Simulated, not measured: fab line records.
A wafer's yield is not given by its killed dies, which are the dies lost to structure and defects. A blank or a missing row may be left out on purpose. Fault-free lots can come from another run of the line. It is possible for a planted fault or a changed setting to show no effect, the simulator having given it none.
Lot-split experiment :: flow rit-cmos :: 27 wafers read from 5 lots, route of 202 steps

SPLIT DETAILS
At RIT_GATE_ETCH_19 (etches poly-Si in SF6/CHF3/O2, stops on SiO2, time 165 s, target depth 312.5 nm), the setting time-s was moved away from the recipe's 165 s on 9 of the 27 wafers read, by -39.4% to +32.7%. This setting was run at the recipe's value on the other wafers.

The reading comes from the split's own step.

THE READING
oes-product-au, in a.u., at RIT_GATE_ETCH_19 (etches poly-Si in SF6/CHF3/O2, stops on SiO2, time 165 s, target depth 312.5 nm). Typical for fault-free wafers on this fab line: 0.857 a.u., with standard deviation 0.013 a.u.

wafer: L074.1
tool, chamber at the split: rie-si-01, 3
time-s as run, s: 165
against the recipe: recipe
oes-product-au, a.u.: 0.860
against lot-mates on the recipe: -

wafer: L074.2
tool, chamber at the split: rie-si-01, 1
time-s as run, s: 165
against the recipe: recipe
oes-product-au, a.u.: 0.878
against lot-mates on the recipe: -

wafer: L074.3
tool, chamber at the split: rie-si-01, 0
time-s as run, s: 218.9
against the recipe: +32.7%
oes-product-au, a.u.: 0.832
against lot-mates on the recipe: -0.041

wafer: L074.4
tool, chamber at the split: rie-si-01, 2
time-s as run, s: 218.9
against the recipe: +32.7%
oes-product-au, a.u.: 0.830
against lot-mates on the recipe: -0.043

wafer: L074.5
tool, chamber at the split: rie-si-01, 1
time-s as run, s: 165
against the recipe: recipe
oes-product-au, a.u.: 0.882
against lot-mates on the recipe: -

wafer: L074.6
tool, chamber at the split: rie-si-01, 2
time-s as run, s: 218.9
against the recipe: +32.7%
oes-product-au, a.u.: 0.824
against lot-mates on the recipe: -0.049

wafer: L078.1
tool, chamber at the split: rie-si-01, 0
time-s as run, s: 99.95
against the recipe: -39.4%
oes-product-au, a.u.: 0.968
against lot-mates on the recipe: +0.124

wafer: L078.2
tool, chamber at the split: rie-si-01, 3
time-s as run, s: 165
against the recipe: recipe
oes-product-au, a.u.: 0.838
against lot-mates on the recipe: -

wafer: L078.3
tool, chamber at the split: rie-si-01, 2
time-s as run, s: 165
against the recipe: recipe
oes-product-au, a.u.: 0.846
against lot-mates on the recipe: -

wafer: L078.4
tool, chamber at the split: rie-si-01, 2
time-s as run, s: 99.95
against the recipe: -39.4%
oes-product-au, a.u.: 1.002
against lot-mates on the recipe: +0.158

wafer: L078.5
tool, chamber at the split: rie-si-01, 0
time-s as run, s: 165
against the recipe: recipe
oes-product-au, a.u.: 0.847
against lot-mates on the recipe: -

wafer: L078.6
tool, chamber at the split: rie-si-01, 3
time-s as run, s: 99.95
against the recipe: -39.4%
oes-product-au, a.u.: 1.027
against lot-mates on the recipe: +0.183

wafer: L079.1
tool, chamber at the split: rie-si-02, 2
time-s as run, s: 165
against the recipe: recipe
oes-product-au, a.u.: 0.843
against lot-mates on the recipe: -

wafer: L079.2
tool, chamber at the split: rie-si-02, 1
time-s as run, s: 165
against the recipe: recipe
oes-product-au, a.u.: 0.872
against lot-mates on the recipe: -

wafer: L079.3
tool, chamber at the split: rie-si-02, 3
time-s as run, s: 165
against the recipe: recipe
oes-product-au, a.u.: 0.866
against lot-mates on the recipe: -

wafer: L079.4
tool, chamber at the split: rie-si-02, 0
time-s as run, s: 165
against the recipe: recipe
oes-product-au, a.u.: 0.860
against lot-mates on the recipe: -

wafer: L079.5
tool, chamber at the split: rie-si-02, 0
time-s as run, s: 165
against the recipe: recipe
oes-product-au, a.u.: 0.859
against lot-mates on the recipe: -

wafer: L079.6
tool, chamber at the split: rie-si-02, 1
time-s as run, s: 165
against the recipe: recipe
oes-product-au, a.u.: 0.869
against lot-mates on the recipe: -

wafer: L081.1
tool, chamber at the split: rie-si-02, 3
time-s as run, s: 165
against the recipe: recipe
oes-product-au, a.u.: 0.880
against lot-mates on the recipe: -

wafer: L081.2
tool, chamber at the split: rie-si-02, 2
time-s as run, s: 165
against the recipe: recipe
oes-product-au, a.u.: 0.855
against lot-mates on the recipe: -

wafer: L081.4
tool, chamber at the split: rie-si-02, 1
time-s as run, s: 165
against the recipe: recipe
oes-product-au, a.u.: 0.883
against lot-mates on the recipe: -

wafer: L083.1
tool, chamber at the split: rie-si-02, 3
time-s as run, s: 165
against the recipe: recipe
oes-product-au, a.u.: 0.875
against lot-mates on the recipe: -

wafer: L083.2
tool, chamber at the split: rie-si-02, 2
time-s as run, s: 165
against the recipe: recipe
oes-product-au, a.u.: 0.859
against lot-mates on the recipe: -

wafer: L083.3
tool, chamber at the split: rie-si-02, 0
time-s as run, s: 103.1
against the recipe: -37.5%
oes-product-au, a.u.: 0.992
against lot-mates on the recipe: +0.125

wafer: L083.4
tool, chamber at the split: rie-si-02, 1
time-s as run, s: 103.1
against the recipe: -37.5%
oes-product-au, a.u.: 1.010
against lot-mates on the recipe: +0.143

wafer: L083.5
tool, chamber at the split: rie-si-02, 1
time-s as run, s: 103.1
against the recipe: -37.5%
oes-product-au, a.u.: 1.008
against lot-mates on the recipe: +0.141

wafer: L083.6
tool, chamber at the split: rie-si-02, 0
time-s as run, s: 165
against the recipe: recipe
oes-product-au, a.u.: 0.867
against lot-mates on the recipe: -

FIT RESULTS
A straight line over all 27 wafers: oes-product-au changes by -0.00277 a.u. for each +1% of time-s; r = -0.92; the points scatter about the line by 0.025 a.u.
The same after taking each lot's own level away (the mean of its wafers on the recipe; 27 wafers): -0.00301 a.u. for each +1%; r = -0.94; scatter 0.023 a.u.
Per that fit: largest time-s move, reading shift of 0.12 a.u.
From 0.8437 to 0.8733 a.u.: that is the span of the lots' own levels, equal to 2.3 times the standard deviation above.
The two slopes agree, so the slope changes little with the lot-to-lot level.
Check: +0.133 a.u. against its lot-mates is what the line predicts for one of the wafers moved furthest among these (-39.4%) when that wafer is left out of the fit. It came out at +0.124 a.u. against them.
Tool readings at the split's step, against how far the setting was moved: oes-product-au r = -0.92.

THE OTHER SPLITS THESE WAFERS WENT THROUGH
Before the reading, these wafers also passed through other splits. Each is held against what the fit with the lots' levels taken away leaves over:
other split on the same wafers: RIT_ACTIVE_CVD_03 time-s
wafers away from the commonest value: 18
r with oes-product-au (lot level and that fit taken away): +0.41

THE WHOLE CHAIN: every reading that the file lists as answering this split, in the file's order
step: RIT_GATE_ETCH_19
what it does: etches poly-Si in SF6/CHF3/O2, stops on SiO2, time 165 s, target depth 312.5 nm
reading: oes-product-au
change (the file's fit): -0.00315 a.u. for each +1% of the setting
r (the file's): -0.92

step: RIT_GATE_ETCH_19
what it does: etches poly-Si in SF6/CHF3/O2, stops on SiO2, time 165 s, target depth 312.5 nm
reading: etch.depth-nm (the simulator's own value, which no gauge read)
change (the file's fit): not straight: 189.9 at the lowest setting, 251.7 at the recipe, 253.7 at the highest
r (the file's): not given

step: RIT_GATE_ETCH_19
what it does: etches poly-Si in SF6/CHF3/O2, stops on SiO2, time 165 s, target depth 312.5 nm
reading: GATE.feature-depth-nm (the simulator's own value, which no gauge read)
change (the file's fit): not straight: 189.9 at the lowest setting, 251.5 at the recipe, 252.8 at the highest
r (the file's): not given

step: RIT_GATE_ETCH_19
what it does: etches poly-Si in SF6/CHF3/O2, stops on SiO2, time 165 s, target depth 312.5 nm
reading: NOVOLAK_of_GATE_COAT_11.thk-nm (the simulator's own value, which no gauge read)
change (the file's fit): -0.804 nm for each +1% of the setting
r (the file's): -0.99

THE FILE'S OWN FIT
oes-product-au changes by -0.00315 a.u. for each +1% of time-s, r = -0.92.
